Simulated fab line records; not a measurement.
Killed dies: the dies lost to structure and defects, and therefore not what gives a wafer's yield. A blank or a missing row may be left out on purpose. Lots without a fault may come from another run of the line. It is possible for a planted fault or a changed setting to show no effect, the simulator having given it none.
A struck lot beside a sound one :: flow rit-cmos :: 30 out of 202 route steps
Sound: wafers L562.4, L562.5, L562.6. Struck: wafers L555.2, L555.5 (left out: L555.1, a lot-mate that was not struck); the cause follows at the end.
For every step that has rows: the tool of each side, followed by ch and its chambers, followed by its first start. Under that, the readings that differ: sound wafers :: struck wafers :: difference of the means :: sigmas: that difference in standard deviations of wafers without a fault.
alike: a reading whose means differ by less than 2 such deviations, as well as words and numbers matching on both sides. not compared: withheld readings; readings where some wafer has no value; bounds like >300 that might hide an equal value; numbers whose values overlap and for which the record gives no deviation.
A row with sigmas, a row that says differs or no value, or rows on one side alone: a step with any of these is where the two part. Non-overlapping numbers with no deviation appear without sigmas and do not part them. A reading missing from all wafers of one side parts the sides only when that side holds two or more wafers.

first, 6 steps without rows for these wafers: RIT_SDANNEAL_RTA_03 (time 5 s); RIT_SILICIDE_WET_ETCH_00 (etches SiO2 in BOE, target depth 14 nm, time 15 s); RIT_SILICIDE_SPUTTER_01 (material Ti, target thk 30 nm, time 240 s); RIT_SILICIDE_RTA_04 (time 10 s, ramp up 5 s, ramp down 5 s); RIT_SILICIDE_WET_ETCH_05 (etches Ti in SPM, time 120 s); RIT_SILICIDE_RTA_06 (time 10 s, ramp up 5 s, ramp down 10 s).
RIT_CONTACT_CVD_00: deposits SiO2 from TEOS, target thk 400 nm, time 61 s.
  sound on pecvd-03 ch 0,1,2, day 7 20:35; struck on pecvd-04 ch 1, day 6 10:33
reading: rf-fwd-power-W (W)
sound: 397.8 398.8 396.3
struck: 395.2 394.4
difference: -2.8
sigmas: -2

reading: model.SiO2_of_CONTACT_CVD_00.thk-nm (nm)
sound: 396.8 399.8 399.1
struck: 295.8 296.7
difference: -102.3
sigmas: 
  alike: heater-power-w
RIT_CONTACT_THK_MEAS_01:
  struck on film-metro-02, day 6 10:37; sound on film-metro-02, day 7 20:39
reading: CONTACT_TEOS_THK (nm)
sound: 397 400 399
struck: 296 297
difference: -102
sigmas: -20
then, 7 steps without rows for these wafers: RIT_CONTACT_HMDS_02 (prime time 60 s); RIT_CONTACT_COAT_03 (resist thk 1000 nm); RIT_CONTACT_SOFTBAKE_04 (time 60 s); RIT_CONTACT_EXPOSE_05 (exposes mask M11, target cd 1000 nm); RIT_CONTACT_PEB_06; RIT_CONTACT_DEVELOP_07 (develop time 120 s); RIT_CONTACT_HARDBAKE_10 (time 60 s).
RIT_CONTACT_ETCH_11: etches SiO2 in CHF3/CF4/Ar, stops on TiSi2, target depth 480 nm, time 320 s.
  sound on rie-diel-01 ch 0,2,3, day 7 21:57; struck on rie-diel-03 ch 0,1, day 6 12:09
reading: model.etch.depth-nm (nm)
sound: 396.8 399.8 399.1
struck: 295.8 296.7
difference: -102.3
sigmas: 

reading: model.CONTACT.feature-depth-nm (nm)
sound: 396.8 399.8 399.1
struck: 295.8 296.7
difference: -102.3
sigmas: 
  alike: O2_flow_sccm, drypump-motor-current-A, mfc-ar-sccm, oes-product-au, rf-fwd-power-W, throttle-valve-pct
  not compared: rf-hours-counter-h
then, 11 steps without rows for these wafers: RIT_CONTACT_STRIP_12 (strips in O2, time 180 s); RIT_CONTACT_CLEAN_13 (cleans in SC1, time 600 s); RIT_CONTACT_CLEAN_14 (cleans in SC2, time 600 s); RIT_M1_SPUTTER_00 (material Al, target thk 400 nm, time 500 s); RIT_M1_HMDS_03 (prime time 60 s); RIT_M1_COAT_04 (resist thk 1300 nm); RIT_M1_SOFTBAKE_05 (time 60 s); RIT_M1_EXPOSE_06 (exposes mask M12, target cd 2600 nm); RIT_M1_PEB_07; RIT_M1_DEVELOP_08 (develop time 68 s); RIT_M1_HARDBAKE_11 (time 120 s).
RIT_M1_METAL_ETCH_12: etches Al in Cl2/BCl3, stops on SiO2, time 165 s, target depth 600 nm.
  sound on rie-metal-02 ch 0,1, day 8 00:44; struck on rie-metal-03 ch 0, day 6 14:53
reading: model.SiO2_of_CONTACT_CVD_00.thk-nm (nm)
sound: 360.4 363.4 361.6
struck: 259.4 259.7
difference: -102.3
sigmas: 
  alike: drypump-motor-current-A, oes-product-au, rf-fwd-power-W, throttle-valve-pct
  not compared: rf-hours-counter-h
then, 1 step without rows for these wafers: RIT_M1_STRIP_13 (strips in nmp, time 600 s).
RIT_M1_PROBE_99:
  struck on prober-02, day 6 17:11; sound on prober-01, day 8 03:07
reading: killed_at_M0_to_M3
sound: 0 0 0
struck: 1 0
difference: +0
sigmas: +4

reading: model.etest.field-p-metal.vt-v (V)
sound: -28.7 -29.08 -29.03
struck: -23.76 -24.02
difference: +5.05
sigmas: 

reading: model.etest.nmos_0p15.junction-log10-a-um
sound: -13.52 -13.35 -13.48
struck: -12.59 -12.44
difference: +0.93
sigmas: 

reading: model.etest.nmos-narrow.off-log10-a-um
sound: -13.18 -13 -13.05
struck: -12.53 -12.43
difference: +0.60
sigmas: 

reading: model.etest.gate-end-array.leak-log10-a-um
sound: -12.62 -12.74 -12.74
struck: -12.37 -12.18
difference: +0.43
sigmas: 

reading: model.etest.nmos_0p3.off-log10-a-um
sound: -12.74 -12.83 -12.92
struck: -12.49 -12.35
difference: +0.41
sigmas: 

reading: model.etest.pmos_0p15.junction-log10-a-um
sound: -13.82 -13.81 -13.83
struck: -13.42 -13.29
difference: +0.46
sigmas: 

reading: model.etest.contact-diode-array.leak-log10-a (angstrom)
sound: -9.206 -9.192 -9.412
struck: -9.185 -8.894
difference: +0.230
sigmas: 

reading: model.etest.antenna-contact.vt-shift-v (V)
sound: -0.007903 -0.0108 -0.01091
struck: -0.02485 -0.02475
difference: -0.01493
sigmas: 
  alike: killed-at-contacts, killed-at-front-end, killed-dies, killed-open, killed-short

WHERE THEY PART
Last at RIT_M1_PROBE_99 as far as this record goes, first at RIT_CONTACT_CVD_00.

WHY: whatever the simulator had introduced
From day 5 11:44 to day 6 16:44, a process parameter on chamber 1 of pecvd-04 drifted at RIT_CONTACT_CVD_00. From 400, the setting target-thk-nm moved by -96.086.
